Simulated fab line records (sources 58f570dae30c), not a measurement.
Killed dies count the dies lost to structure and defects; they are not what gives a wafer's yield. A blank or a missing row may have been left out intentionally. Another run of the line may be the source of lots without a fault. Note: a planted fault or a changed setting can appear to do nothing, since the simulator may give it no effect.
Struck lot and sound lot, side by side / flow berkeley-cmos170 / 16 steps out of a route of 331
Sound: these wafers, L267.2, L267.4, L267.6. Struck: wafer L269.1 (L269.2, L269.4, from the same lot, were not struck and are left out); the cause is given at the end.
Order at every step that has rows: each side's tool, ch and its chambers, its first start. Under that, the readings that differ: sound wafers / struck wafers / difference of the means / sigmas: that difference in standard deviations of wafers without a fault.
alike: readings with means less than 2 such deviations apart, plus words and numbers identical on both sides. not compared: withheld readings, readings lacking a value on some wafer, bounds such as >300 that could conceal the same value, and numbers that have no deviation in the record and whose values overlap.
Wherever a step has rows on one side only, a row that says differs or no value, or a row with sigmas, the two part there. When numbers do not overlap yet have no deviation, they are printed without sigmas and do not part them. A reading missing from all wafers of one side parts the sides only when that side holds two or more wafers.

first, 1 step without rows for these wafers: UCB170_PWELL_OXIDATION_02 (target thk 26.4 nm, ox time 1260 s).
UCB170_PWELL_THK_MEAS_03:
  sound on film-metro-02 at day 3 17:01; struck on film-metro-01 at day 4 00:44
reading=PWELL_OXIDE_THK (nm); sound=27.0 26.3 26.5; struck=25.4; difference=-1.2; sigmas=-3
then, 2 steps without rows for these wafers: UCB170_PWELL_ANNEAL_04 (time 900 s); UCB170_PWELL_CVD_05 (deposits Si3N4 from SiH2Cl2/NH3, target thk 220 nm, time 3300 s).
UCB170_PWELL_THK_MEAS_06:
  sound on film-metro-01 at day 3 22:07; struck on film-metro-04 at day 4 06:45
  alike: PWELL_NITRIDE_THK
then, 6 steps without rows for these wafers: UCB170_PWELL_HMDS_07 (prime time 60 s); UCB170_PWELL_COAT_08 (resist thk 900 nm); UCB170_PWELL_SOFTBAKE_09 (time 60 s); UCB170_PWELL_EXPOSE_10 (exposes mask PWELL, target cd 3000 nm); UCB170_PWELL_PEB_11; UCB170_PWELL_DEVELOP_12 (develop time 45 s).
UCB170_PWELL_OVL_MEAS_13:
  sound on overlay-01 at day 4 00:28; struck on overlay-02 at day 4 08:18
  alike: PWELL_OVL
UCB170_PWELL_ETCH_14: etches Si3N4 in CH3F/Ar/O2, stops on SiO2, target depth 242 nm, time 151 s.
  sound on rie-diel-04 ch 0,1,3, day 4 00:29; struck on rie-diel-02 ch 3, day 4 08:20
reading=oes-product-au (a.u.); sound=0.934 0.949 0.938; struck=0.746; difference=-0.194; sigmas=-13
reading=model.etch.depth-nm (nm); sound=222.6 224.9 224.6; struck=137.5; difference=-86.5; sigmas=
reading=model.KrF_of_PWELL_COAT_08.thk-nm (nm); sound=726.5 724.8 722.4; struck=789.1; difference=+64.5; sigmas=
  alike: drypump-motor-current-A, rf-fwd-power-W, throttle-valve-pct
  not compared: rf-hours-counter-h, model.SiO2_of_PWELL_OXIDATION_02.thk-nm
then, 1 step without rows for these wafers: UCB170_PWELL_IMPLANT_15.
UCB170_PWELL_STRIP_16: strips in O2.
  sound on plasma-asher-01 ch 1, day 4 00:45; struck on plasma-asher-01 ch 1, day 4 08:35
reading=strip-time-to-endpoint-s (s); sound=18.13 18.09 18.05; struck=19.63; difference=+1.54; sigmas=+17
  alike: drypump-motor-current-A, oes-product-au
  not compared: rf-hours-counter-h
UCB170_PWELL_TW_MEAS_17:
  sound on film-metro-04 at day 4 00:52; struck on film-metro-02 at day 4 08:41
  alike: PWELL_TW

WHERE THEY PART
Last at UCB170_PWELL_STRIP_16 as far as this record goes, first at UCB170_PWELL_THK_MEAS_03. Later steps at which nothing parts them and some readings are alike: UCB170_PWELL_TW_MEAS_17.

WHY: what had been put in by the simulator
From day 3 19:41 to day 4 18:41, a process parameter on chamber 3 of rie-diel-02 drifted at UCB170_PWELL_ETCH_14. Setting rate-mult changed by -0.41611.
